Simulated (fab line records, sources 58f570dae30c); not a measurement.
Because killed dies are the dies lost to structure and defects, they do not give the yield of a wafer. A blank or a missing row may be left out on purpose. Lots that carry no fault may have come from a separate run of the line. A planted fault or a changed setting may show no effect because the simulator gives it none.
fab line records	flow berkeleyCmos170	part 1 of 2: steps 1 to 29 of 40
record lots=5	wafers=15	lastDay=11
route steps=331 shown PFIELD@84 FIELD@89 SACOX@97 SCREENOX@100 NVT@104 PVT@115
lots with no fault: from the same line, run without faults
startH: start of the lot's first displayed wafer, in hours after the record's first day	waitH: hours elapsed since this lot's preceding step	" unchanged from the row above	L1.1+2: one row covering several wafers at once	- value missing, or start not given	* or withheld: withheld	< > ~ a bound
route shown NAME@n: a module of which the file shows steps, and the number in the route of the first	usual: mean/standard deviation taken from wafers without a fault	same: alike in all rows	chamber/n: place in a boat	sites: each site's reading	_std_site: the values' standard deviation	_edge_site: the outer-site mean with the inner-site mean subtracted	radiusMm: for every site, how far away it sits from the centre of the wafer	mask NAME#n: copy n	behind: tool/chamber where the wafer was last shaped	hold: why the lot was held/for how many hours/how that ended	device: transistor that didn't switch, given as n, p or np	end of line: the tests these same wafers got at the end of their route	step lacking rows: just its recipe	killed: the dies lost at the first sort to structure and to defects; this is not the yield of the wafer	map: shows each die of a wafer: x if killed, . if not, _ if none is there
set.NAME: the setting the step ran with; set.NAME@STEP: the setting that earlier step ran with	model.NAME: the simulator's own value behind a step, which no gauge read
lots seen at some steps along the route; tables by step, rows by wafer
services: from which hour (startH, from the record's first day; less than 0 if before it) a tool's chamber was out of use, for how many hours, and why
## steps
# step UCB170_PFIELD_DEVELOP_05
# recipe developer=TMAH	developTimeS=45	resist=KrF	devTempC=21
lot.wafer	tool	chamber	startH	waitH
L081.3+5+6	lithoTrack-03	0	-	-
L082.1+3+6	lithoTrack-01	0	-	-
L083.2+3+5	lithoTrack-03	0	-	-
L084.2+3+5	lithoTrack-02	0	-	-
L086.2+4+5	lithoTrack-01	0	-	-
# step UCB170_PFIELD_OVL_MEAS_06
# usual PFIELD_OVL=1/5.7
lot.wafer	tool	chamber	startH	waitH	PFIELD_OVL[nm]
L081.3	overlay-02	-	127.58	-	3
L081.5	"	-	"	"	-2
L081.6	"	-	"	"	-2
L082.1	overlay-01	-	127.66	-	7
L082.3	"	-	"	"	3
L082.6	"	-	"	"	7
L083.2	overlay-02	-	142.48	-	-7
L083.3	"	-	"	"	-5
L083.5	"	-	"	"	-1
L084.2	overlay-02	-	143.39	-	-4
L084.3	"	-	"	"	4
L084.5	"	-	"	"	7
L086.2	overlay-01	-	150.30	-	-10
L086.4	"	-	"	"	-2
L086.5	"	-	"	"	1
# step UCB170_PFIELD_IMPLANT_07
# recipe species=B	doseCm2=2e+13	energyKev=80	tiltDeg=7
# same implantIonAmu=11
lot.wafer	tool	chamber	startH	waitH
L081.3+5+6	implanter-03	0	127.65	0.1
L082.1+3+6	implanter-04	0	127.70	0.0
L083.2+3+5	implanter-02	0	142.54	0.0
L084.2+3+5	implanter-03	0	143.44	0.0
L086.2+4+5	implanter-02	0	150.36	0.0
# step UCB170_PFIELD_STRIP_08
# recipe chemistry=O2	powerW=400	pressureMtorr=3500	platenTempC=withheld	o2FlowSccm=400	overashFraction=0.5
# usual drypumpMotorCurrentA=5.7/0.53	oesProductAu=0.734/0.0045	stripTimeToEndpointS=21.59/0.065
lot.wafer	tool	chamber	startH	waitH	drypumpMotorCurrentA	oesProductAu	rfHoursCounterH	stripTimeToEndpointS
L081.3	plasmaAsher-03	0	127.78	0.1	6.4	0.732	-	21.56
L081.5	"	1	"	"	5.6	0.729	-	21.59
L081.6	"	0	"	"	6.4	0.734	-	21.47
L082.1	plasmaAsher-04	1	127.85	0.1	5.0	0.742	37	21.70
L082.3	"	0	"	"	6.0	0.735	-	21.74
L082.6	"	1	"	"	5.0	0.734	-	21.67
L083.2	plasmaAsher-04	1	142.66	0.1	5.0	0.732	39	21.52
L083.3	"	0	"	"	6.0	0.733	-	21.51
L083.5	"	1	"	"	5.0	0.740	-	21.53
L084.2	plasmaAsher-03	0	143.57	0.1	6.5	0.726	3	21.55
L084.3	"	1	"	"	5.6	0.733	-	21.57
L084.5	"	1	"	"	5.6	0.736	-	21.53
L086.2	plasmaAsher-03	0	150.48	0.1	6.5	0.728	4	21.67
L086.4	"	0	"	"	6.5	0.734	-	21.73
L086.5	"	1	"	"	5.6	0.734	-	21.70
# step UCB170_PFIELD_TW_MEAS_09
# usual PFIELD_TW=598/5.3
lot.wafer	tool	chamber	startH	waitH	PFIELD_TW
L081.3	filmMetro-03	-	127.87	0.1	610
L081.5	"	-	"	"	607
L081.6	"	-	"	"	610
L082.1	filmMetro-04	-	127.95	0.1	595
L082.3	"	-	"	"	596
L082.6	"	-	"	"	599
L083.2	filmMetro-03	-	142.77	0.1	604
L083.3	"	-	"	"	605
L083.5	"	-	"	"	605
L084.2	filmMetro-04	-	143.68	0.1	598
L084.3	"	-	"	"	597
L084.5	"	-	"	"	602
L086.2	filmMetro-04	-	150.59	0.1	591
L086.4	"	-	"	"	592
L086.5	"	-	"	"	596
# step UCB170_FIELD_CLEAN_00
# recipe chemistry=dHF	dilution=25:1	timeS=7.5
lot.wafer	tool	chamber	startH	waitH
L081.3+5+6	wetBench-03	1	127.91	0.0
L082.1+3+6	wetBench-03	2	128.18	0.2
L083.2+3+5	wetBench-01	1	142.82	0.0
L084.2+3+5	wetBench-03	1	143.73	0.0
L086.2+4+5	wetBench-01	1	150.64	0.0
# step UCB170_FIELD_OXIDATION_01
# recipe tempC=1000	ambient=H2O	pH2oTorr=584.62	targetThkA=5583	oxTimeS=7200
# usual oxTempC=1000.0/0.43	spikeTcLoadC=1025.8/1.4	zonePowerLoadPct=36.7/2.7
lot.wafer	tool	chamber	startH	waitH	oxTempC	spikeTcLoadC	zonePowerLoadPct
L081.3	furnace-04	0	128.22	0.3	1000.1	1025.4	35.1
L081.5	"	0	"	"	999.0	1026.9	35.9
L081.6	"	0	"	"	999.9	1027.5	36.0
L082.1	furnace-04	0	128.22	0.0	1000.3	1026.9	35.0
L082.3	"	0	"	"	999.2	1026.3	36.1
L082.6	"	0	"	"	1000.7	1028.5	35.4
L083.2	furnace-01	0	146.17	3.3	1000.4	1024.7	39.5
L083.3	"	0	"	"	999.9	1024.4	39.7
L083.5	"	0	"	"	1000.3	1023.8	38.9
L084.2	furnace-01	0	146.17	2.4	1000.2	1024.8	38.8
L084.3	"	0	"	"	999.7	1026.6	39.7
L084.5	"	0	"	"	1000.9	1025.1	39.1
L086.2	furnace-02	0	154.08	3.4	999.6	1026.4	31.9
L086.4	"	0	"	"	1000.0	1025.4	32.4
L086.5	"	0	"	"	999.7	1025.9	32.1
# step UCB170_FIELD_THK_MEAS_02
# recipe reads=SiO2_of_FIELD_OXIDATION_01
# usual FIELD_OXIDE_THK=560/7.7
lot.wafer	tool	chamber	startH	waitH	FIELD_OXIDE_THK[nm]
L082.1	filmMetro-03	-	131.28	0.1	554
L082.3	"	-	"	"	561
L082.6	"	-	"	"	559
L081.3	filmMetro-04	-	131.30	0.1	558
L081.5	"	-	"	"	561
L081.6	"	-	"	"	564
L083.2	filmMetro-03	-	149.18	0.0	559
L083.3	"	-	"	"	560
L083.5	"	-	"	"	558
L084.2	filmMetro-01	-	149.18	0.0	555
L084.3	"	-	"	"	556
L084.5	"	-	"	"	562
L086.2	filmMetro-03	-	157.09	0.0	563
L086.4	"	-	"	"	566
L086.5	"	-	"	"	567
# step UCB170_FIELD_ANNEAL_03
# recipe tempC=1000	timeS=1200	ambient=N2
# usual spikeTcLoadC=1025.3/1.1	zonePowerLoadPct=34/3.3
lot.wafer	tool	chamber	startH	waitH	spikeTcLoadC	zonePowerLoadPct
L081.3	furnace-02	0	136.46	5.1	1024.1	32
L081.5	"	0	"	"	1023.8	33
L081.6	"	0	"	"	1026.4	32
L082.1	furnace-02	0	136.46	5.2	1024.9	32
L082.3	"	0	"	"	1025.3	32
L082.6	"	0	"	"	1024.4	31
L083.2	furnace-02	0	152.74	3.6	1026.0	32
L083.3	"	0	"	"	1024.7	32
L083.5	"	0	"	"	1024.8	32
L084.2	furnace-02	0	152.74	3.6	1026.6	32
L084.3	"	0	"	"	1025.9	32
L084.5	"	0	"	"	1025.4	32
L086.2	furnace-01	0	161.03	3.9	1023.9	39
L086.4	"	0	"	"	1025.9	39
L086.5	"	0	"	"	1025.3	39
# step UCB170_FIELD_WET_ETCH_04
# recipe chemistry=dHF	dilution=10:1	target=SiO2	tempC=25	timeS=60
lot.wafer	tool	chamber	startH	waitH
L081.3+5+6	wetBench-03	0	137.79	0.0
L082.1+3+6	wetBench-03	1	137.79	0.0
L083.2+3+5	wetBench-03	0	154.08	0.0
L084.2+3+5	wetBench-03	1	154.08	0.0
L086.2+4+5	wetBench-03	2	162.37	0.0
# step UCB170_FIELD_WET_ETCH_05
# recipe chemistry=H3PO4	target=Si3N4	tempC=160	timeS=12600
lot.wafer	tool	chamber	startH	waitH
L081.3+5+6	wetBench-03	1	137.82	0.0
L082.1+3+6	wetBench-03	2	137.82	0.0
L083.2+3+5	wetBench-03	1	154.10	0.0
L084.2+3+5	wetBench-03	1	154.10	0.0
L086.2+4+5	wetBench-03	2	162.39	0.0
# step UCB170_FIELD_WET_ETCH_06
# recipe chemistry=BOE	dilution=5:1	target=SiO2	tempC=25	timeS=22
lot.wafer	tool	chamber	startH	waitH
L081.3+5+6	wetBench-01	1	141.33	0.0
L082.1+3+6	wetBench-01	0	141.33	0.0
L083.2+3+5	wetBench-01	2	157.61	0.0
L084.2+3+5	wetBench-01	3	157.61	0.0
L086.2+4+5	wetBench-03	2	166.77	0.6
# step UCB170_FIELD_THK_MEAS_90
# recipe reads=SiO2_of_FIELD_OXIDATION_01
# usual FIELD_OXIDE_LEFT_1_THK=443/7.7
lot.wafer	tool	chamber	startH	waitH	FIELD_OXIDE_LEFT_1_THK[nm]
L082.1	filmMetro-03	-	141.34	0.0	438
L082.3	"	-	"	"	446
L082.6	"	-	"	"	442
L081.3	filmMetro-01	-	141.42	0.1	440
L081.5	"	-	"	"	443
L081.6	"	-	"	"	446
L083.2	filmMetro-04	-	157.63	0.0	445
L083.3	"	-	"	"	445
L083.5	"	-	"	"	443
L084.2	filmMetro-03	-	157.63	0.0	439
L084.3	"	-	"	"	440
L084.5	"	-	"	"	446
L086.2	filmMetro-03	-	166.80	0.0	447
L086.4	"	-	"	"	450
L086.5	"	-	"	"	450
# step UCB170_SACOX_CLEAN_00
# recipe chemistry=dHF	dilution=25:1	timeS=7.5
lot.wafer	tool	chamber	startH	waitH
L082.1+3+6	wetBench-04	3	141.40	0.1
L081.3+5+6	wetBench-03	1	141.46	0.0
L083.2+3+5	wetBench-04	3	157.74	0.1
L084.2+3+5	wetBench-04	3	157.74	0.1
L086.2+4+5	wetBench-03	2	167.14	0.3
# step UCB170_SACOX_OXIDATION_01
# recipe tempC=900	ambient=O2	targetThkA=144	oxTimeS=2400
# usual oxTempC=900.1/0.39	spikeTcLoadC=924.2/1.3	zonePowerLoadPct=27.7/2.5
lot.wafer	tool	chamber	startH	waitH	oxTempC	spikeTcLoadC	zonePowerLoadPct
L081.3	furnace-01	0	144.50	3.0	900.7	922.9	30.5
L081.5	"	0	"	"	900.8	923.3	30.8
L081.6	"	0	"	"	900.4	923.6	31.1
L082.1	furnace-01	0	144.50	3.1	900.1	924.3	30.9
L082.3	"	0	"	"	899.8	924.6	31.1
L082.6	"	0	"	"	900.3	924.7	30.4
L083.2	furnace-02	0	161.33	3.6	899.3	924.2	25.4
L083.3	"	0	"	"	900.1	923.7	24.7
L083.5	"	0	"	"	900.0	925.2	24.9
L084.2	furnace-02	0	161.33	3.6	899.3	923.3	24.8
L084.3	"	0	"	"	900.4	923.8	24.5
L084.5	"	0	"	"	900.0	923.4	25.1
L086.2	furnace-01	0	173.65	6.5	899.6	924.9	31.4
L086.4	"	0	"	"	899.9	924.8	30.1
L086.5	"	0	"	"	900.5	922.4	30.5
# step UCB170_SACOX_THK_MEAS_02
# recipe reads=SiO2_of_SACOX_OXIDATION_01
# usual SACOX_OXIDE_THK=14.51/0.25
lot.wafer	tool	chamber	startH	waitH	SACOX_OXIDE_THK[nm]
L082.1	filmMetro-02	-	146.17	0.0	14.65
L082.3	"	-	"	"	14.50
L082.6	"	-	"	"	14.43
L081.3	filmMetro-01	-	146.25	0.1	14.45
L081.5	"	-	"	"	14.48
L081.6	"	-	"	"	14.31
L083.2	filmMetro-02	-	163.00	0.0	14.23
L083.3	"	-	"	"	14.26
L083.5	"	-	"	"	14.42
L084.2	filmMetro-01	-	163.00	0.0	14.42
L084.3	"	-	"	"	14.46
L084.5	"	-	"	"	14.31
L086.2	filmMetro-03	-	175.33	0.0	14.60
L086.4	"	-	"	"	14.21
L086.5	"	-	"	"	14.32
# step UCB170_SCREENOX_WET_ETCH_00
# recipe chemistry=dHF	dilution=25:1	target=SiO2	tempC=25	timeS=200
lot.wafer	tool	chamber	startH	waitH
L082.1+3+6	wetBench-03	0	146.23	0.1
L081.3+5+6	wetBench-03	2	146.29	0.0
L083.2+3+5	wetBench-01	2	163.05	0.0
L084.2+3+5	wetBench-01	0	163.05	0.0
L086.2+4+5	wetBench-03	3	175.38	0.0
# step UCB170_SCREENOX_OXIDATION_01
# recipe tempC=900	ambient=O2	targetThkA=144	oxTimeS=2400
# usual oxTempC=900.1/0.41	spikeTcLoadC=924.4/1.3	zonePowerLoadPct=26.5/2.2
lot.wafer	tool	chamber	startH	waitH	oxTempC	spikeTcLoadC	zonePowerLoadPct
L081.3	furnace-01	0	149.17	2.8	899.9	924.7	30.7
L081.5	"	0	"	"	900.2	926.4	30.8
L081.6	"	0	"	"	900.1	923.1	30.8
L082.1	furnace-01	0	149.17	2.9	900.4	923.7	31.0
L082.3	"	0	"	"	900.7	925.4	30.5
L082.6	"	0	"	"	900.5	923.3	30.9
L083.2	furnace-02	0	168.39	5.3	899.9	921.9	25.3
L083.3	"	0	"	"	899.5	925.0	25.0
L083.5	"	0	"	"	899.7	923.6	25.0
L084.2	furnace-02	0	168.39	5.3	900.7	925.9	25.0
L084.3	"	0	"	"	900.4	922.9	25.1
L084.5	"	0	"	"	900.6	925.2	24.6
L086.2	furnace-02	0	184.47	9.0	900.1	923.8	24.7
L086.4	"	0	"	"	899.3	926.5	25.1
L086.5	"	0	"	"	900.1	923.8	25.1
# step UCB170_SCREENOX_THK_MEAS_02
# recipe reads=SiO2_of_SCREENOX_OXIDATION_01
# usual SCREENOX_OXIDE_THK=14.36/0.28
lot.wafer	tool	chamber	startH	waitH	SCREENOX_OXIDE_THK[nm]
L082.1	filmMetro-01	-	150.83	0.0	14.06
L082.3	"	-	"	"	13.82
L082.6	"	-	"	"	14.12
L081.3	filmMetro-02	-	150.91	0.1	14.51
L081.5	"	-	"	"	14.62
L081.6	"	-	"	"	14.20
L083.2	filmMetro-01	-	170.06	0.0	13.99
L083.3	"	-	"	"	14.01
L083.5	"	-	"	"	13.85
L084.2	filmMetro-04	-	170.06	0.0	14.33
L084.3	"	-	"	"	14.21
L084.5	"	-	"	"	14.19
L086.2	filmMetro-01	-	186.15	0.0	14.22
L086.4	"	-	"	"	14.58
L086.5	"	-	"	"	14.31
# step UCB170_SCREENOX_ANNEAL_03
# recipe tempC=900	timeS=900	ambient=N2
# usual spikeTcLoadC=924.4/1.3	zonePowerLoadPct=28.3/2.3
lot.wafer	tool	chamber	startH	waitH	spikeTcLoadC	zonePowerLoadPct
L081.3	furnace-04	0	156.32	5.4	924.3	27.4
L081.5	"	0	"	"	926.4	27.9
L081.6	"	0	"	"	924.3	28.0
L082.1	furnace-04	0	156.32	5.5	926.9	27.9
L082.3	"	0	"	"	925.5	27.8
L082.6	"	0	"	"	924.3	27.2
L083.2	furnace-01	0	178.02	7.9	925.3	30.9
L083.3	"	0	"	"	923.3	30.5
L083.5	"	0	"	"	923.7	31.0
L084.2	furnace-01	0	178.02	7.9	922.7	30.4
L084.3	"	0	"	"	924.4	30.6
L084.5	"	0	"	"	922.6	30.5
L086.2	furnace-01	0	195.97	9.8	923.6	30.5
L086.4	"	0	"	"	924.3	30.7
L086.5	"	0	"	"	923.8	30.6
# step UCB170_NVT_HMDS_00
# recipe primeTimeS=60	primeTempC=100
# same primeTimeS=60
lot.wafer	tool	chamber	startH	waitH
L081.3+5+6	lithoTrack-04	0	158.34	0.8
L082.1+3+6	lithoTrack-03	0	158.74	1.2
L084.2+3+5	lithoTrack-03	0	179.29	0.0
L083.2+3+5	lithoTrack-02	0	179.33	0.1
L086.2+4+5	lithoTrack-04	0	197.29	0.1
# step UCB170_NVT_COAT_01
# recipe resist=KrF	spinRpm=1500	resistThkNm=900
# usual dispensePressureKPa=51/6.1
lot.wafer	tool	chamber	startH	waitH	dispensePressureKPa
L081.3	lithoTrack-04	0	158.49	0.1	60
L081.5	"	0	"	"	60
L081.6	"	0	"	"	60
L082.1	lithoTrack-03	0	158.89	0.1	50
L082.3	"	0	"	"	50
L082.6	"	0	"	"	50
L084.2	lithoTrack-03	0	179.44	0.1	50
L084.3	"	0	"	"	50
L084.5	"	0	"	"	50
L083.2	lithoTrack-02	0	179.48	0.1	45
L083.3	"	0	"	"	45
L083.5	"	0	"	"	45
L086.2	lithoTrack-04	0	197.44	0.1	60
L086.4	"	0	"	"	60
L086.5	"	0	"	"	60
# step UCB170_NVT_SOFTBAKE_02
# recipe resist=KrF	tempC=130	timeS=60
# usual plateTempC=130.01/0.14
lot.wafer	tool	chamber	startH	waitH	plateTempC
L081.3	lithoTrack-04	0	158.64	0.1	130.17
L081.5	"	0	"	"	130.16
L081.6	"	0	"	"	130.10
L082.1	lithoTrack-03	0	159.04	0.1	129.97
L082.3	"	0	"	"	129.88
L082.6	"	0	"	"	130.12
L084.2	lithoTrack-03	0	179.59	0.1	129.87
L084.3	"	0	"	"	129.87
L084.5	"	0	"	"	129.75
L083.2	lithoTrack-02	0	179.63	0.1	130.02
L083.3	"	0	"	"	130.28
L083.5	"	0	"	"	130.07
L086.2	lithoTrack-04	0	197.59	0.1	129.90
L086.4	"	0	"	"	129.92
L086.5	"	0	"	"	129.64
# step UCB170_NVT_EXPOSE_03
# recipe maskId=PWELL	targetCdNm=3000	na=0.5	sigmaOuter=0.6	sourceShape=conventional	doseMj=30
# usual focusOffsetNm=0.1/0.46	stageVelMmS=500.02/0.24
lot.wafer	tool	chamber	startH	waitH	mask	focusOffsetNm	stageVelMmS
L081.3	krfScanner-01	0	-	-	PWELL#0	0.3	499.97
L081.5	"	0	"	"	PWELL#0	-0.2	500.11
L081.6	"	0	"	"	PWELL#0	0.0	500.20
L082.1	krfScanner-01	0	159.43	0.4	PWELL#0	1.1	500.17
L082.3	"	0	"	"	PWELL#0	0.6	499.56
L082.6	"	0	"	"	PWELL#0	0.1	500.29
L084.2	krfScanner-01	0	179.74	0.1	PWELL#0	0.7	499.80
L084.3	"	0	"	"	PWELL#0	0.0	500.07
L084.5	"	0	"	"	PWELL#0	0.7	499.82
L083.2	krfScanner-02	0	179.98	0.3	PWELL#0	-0.1	499.72
L083.3	"	0	"	"	PWELL#0	-0.1	499.91
L083.5	"	0	"	"	PWELL#0	0.6	499.92
L086.2	krfScanner-02	0	197.82	0.2	PWELL#0	0.6	499.91
L086.4	"	0	"	"	PWELL#0	-0.2	499.62
L086.5	"	0	"	"	PWELL#0	0.2	500.04
# step UCB170_NVT_PEB_04
# recipe pebTempC=130	pebTimeS=withheld	resist=KrF
# usual plateTempC=130.02/0.14
lot.wafer	tool	chamber	startH	waitH	plateTempC
L081.3	lithoTrack-02	0	-	-	130.04
L081.5	"	0	"	"	130.02
L081.6	"	0	"	"	130.29
L082.1	lithoTrack-03	0	160.46	1.0	130.20
L082.3	"	0	"	"	129.90
L082.6	"	0	"	"	130.09
L084.2	lithoTrack-03	0	179.86	0.1	129.99
L084.3	"	0	"	"	129.96
L084.5	"	0	"	"	129.94
L083.2	lithoTrack-04	0	180.10	0.1	130.20
L083.3	"	0	"	"	129.89
L083.5	"	0	"	"	129.93
L086.2	lithoTrack-04	0	197.95	0.1	129.88
L086.4	"	0	"	"	129.76
L086.5	"	0	"	"	129.93
# step UCB170_NVT_DEVELOP_05
# recipe developer=TMAH	developTimeS=45	resist=KrF	devTempC=21
lot.wafer	tool	chamber	startH	waitH
L081.3+5+6	lithoTrack-02	0	-	-
L082.1+3+6	lithoTrack-03	0	-	-
L084.2+3+5	lithoTrack-03	0	-	-
L083.2+3+5	lithoTrack-04	0	-	-
L086.2+4+5	lithoTrack-04	0	-	-
# step UCB170_NVT_OVL_MEAS_06
# usual NVT_OVL=0/6
lot.wafer	tool	chamber	startH	waitH	NVT_OVL[nm]
L081.3	overlay-02	-	160.36	-	10
L081.5	"	-	"	"	4
L081.6	"	-	"	"	-2
L082.1	overlay-01	-	160.74	-	6
L082.3	"	-	"	"	9
L082.6	"	-	"	"	6
L084.2	overlay-02	-	180.11	-	0
L084.3	"	-	"	"	3
L084.5	"	-	"	"	4
L083.2	overlay-01	-	180.36	-	1
L083.3	"	-	"	"	2
L083.5	"	-	"	"	4
L086.2	overlay-02	-	198.20	-	1
L086.4	"	-	"	"	8
L086.5	"	-	"	"	2
# step UCB170_NVT_IMPLANT_07
# recipe species=BF2	doseCm2=3e+12	energyKev=50	tiltDeg=7
# same implantIonAmu=49
lot.wafer	tool	chamber	startH	waitH
L081.3+5+6	implanter-02	0	160.44	0.1
L082.1+3+6	implanter-02	0	160.77	0.0
L084.2+3+5	implanter-03	0	180.17	0.0
L083.2+3+5	implanter-02	0	180.41	0.0
L086.2+4+5	implanter-03	0	198.26	0.0
# step UCB170_NVT_STRIP_08
# recipe chemistry=O2	powerW=400	pressureMtorr=3500	platenTempC=withheld	o2FlowSccm=400	overashFraction=0.5
# usual drypumpMotorCurrentA=5.9/0.48	oesProductAu=0.734/0.0046	stripTimeToEndpointS=21.62/0.068
lot.wafer	tool	chamber	startH	waitH	drypumpMotorCurrentA	oesProductAu	rfHoursCounterH	stripTimeToEndpointS
L081.3	plasmaAsher-04	0	160.57	0.1	6.1	0.732	-	21.61
L081.5	"	1	"	"	5.0	0.731	-	21.54
L081.6	"	0	"	"	6.0	0.735	-	21.59
L082.1	plasmaAsher-01	0	160.92	0.1	6.2	0.729	39	21.67
L082.3	"	0	"	"	6.3	0.730	-	21.66
L082.6	"	1	"	"	5.5	0.732	-	21.74
L084.2	plasmaAsher-03	1	180.29	0.1	5.6	0.728	8	21.51
L084.3	"	1	"	"	5.6	0.737	-	21.60
L084.5	"	0	"	"	6.5	0.738	-	21.62
L083.2	plasmaAsher-01	0	180.54	0.1	6.3	0.728	41	21.59
L083.3	"	1	"	"	5.5	0.732	-	21.56
L083.5	"	0	"	"	6.3	0.735	-	21.58
L086.2	plasmaAsher-03	0	198.38	0.1	6.4	0.737	10	21.60
L086.4	"	1	"	"	5.6	0.733	-	21.62
L086.5	"	1	"	"	5.6	0.741	-	21.58
